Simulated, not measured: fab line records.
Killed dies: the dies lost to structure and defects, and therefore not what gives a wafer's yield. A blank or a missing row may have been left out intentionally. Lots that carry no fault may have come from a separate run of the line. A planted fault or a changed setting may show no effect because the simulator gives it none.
Problem report, 8D (eight disciplines) form, completed by code -- flow ritCmos -- the parts of the form that need people (team, actions taken, sign-off) are left out

== 1. WHAT WENT WRONG ==
rfFwdPowerW at RIT_CONTACT_ETCH_11 reads a mean of 119.1 W on 2 wafers of 2 lots; wafers without a fault read 199.6 W with a standard deviation of 0.63. So: -99 or more standard deviations from the usual mean.
The step: etches SiO2 in CHF3/CF4/Ar, stops on TiSi2, target depth 480 nm, time 320 s.
First observed at day 5 12:32: wafer L784.2, on rieDiel-03. The record has a number at this step for 42 wafers belonging to 14 lots. By rule, "out" or "out of limits" means more than 4 standard deviations away from the usual mean. All remaining wafers that have a number are taken as sound.

== 2. WHAT IT IS AND WHAT IT IS NOT ==
question,is,is not
which readings at this step,rfFwdPowerW,"CHF3_flow_sccm, drypumpMotorCurrentA, oesProductAu, throttleValvePct"
which lots,"L784, L789","L774, L776, L777, L778, L779, L781, L782, L785, L786, L795, L796, L797"
which wafers of those lots,"L784.2, L789.1","L784.4, L784.5, L789.4, L789.5"
read on which tools,rieDiel-03,"rieDiel-01, rieDiel-02"
when,from day 5 12:32,"up to then (23 sound wafers); but 17 sound wafers of L785, L786, L789, L795, L796, L797 came after"

== 3. THE SUSPECTS, EACH WITH WHAT RULES IT OUT ==
Counting: a tool at a process step up to the reading stays a suspect if it ran every lot that is out. Sound lots after the first of them don't rule it out here, since some wafers of a struck lot are sound.
- rieDiel-03 at RIT_CONTACT_ETCH_11 (etches SiO2 in CHF3/CF4/Ar, stops on TiSi2, target depth 480 nm, time 320 s): kept. Ran every lot that is out, first one L784 (day 5 12:32); last sound lot up to then L781 (day 5 02:29). Its own rfFwdPowerW readings are out on those wafers.
- At RIT_CONTACT_ETCH_11, inside rieDiel-03: chamber 0 took the wafers that are out, while their sound lot-mates went through chambers 2, 3.
Left after counting: rieDiel-03 at RIT_CONTACT_ETCH_11.

== 4. THE CAUSE (what the simulator had put in) ==
rieDiel-03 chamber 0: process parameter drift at RIT_CONTACT_ETCH_11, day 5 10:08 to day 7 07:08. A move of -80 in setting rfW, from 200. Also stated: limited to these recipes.
Only this tool survived the counting.

== 5. SEQUENCE OF EFFECTS, ordered by route ==
Rows list readings where the struck wafers' mean (over those with a number) sits beyond 3 standard deviations from the usual. Scope: only readings with a usual standard deviation given in the record; hours: median across lots of the time from each lot's start at the first step in this table that gives one to its start at this step; sigmas: change in usual standard deviations.
hours,step,reading,usual,on struck wafers,change,sigmas
0,RIT_CONTACT_ETCH_11,rfFwdPowerW,199.6 W,119.1,-80.5,-99 or more
12,RIT_M1_PROBE_99,killedAtContacts,0.1,223.0,+222.9,+99 or more
12,RIT_M1_PROBE_99,killedDies,6.8,227.5,+220.7,+82
12,RIT_M1_PROBE_99,killedOnRim,1.7,65.0,+63.3,+53
It contains these process steps:
- RIT_CONTACT_ETCH_11: etches SiO2 in CHF3/CF4/Ar, stops on TiSi2, target depth 480 nm, time 320 s.
- RIT_M1_PROBE_99

== 6. WHAT WOULD HAVE CAUGHT IT SOONER ==
First out-of-limits reading in this record: day 5 12:32, which is 2 hours after fault onset at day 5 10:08.
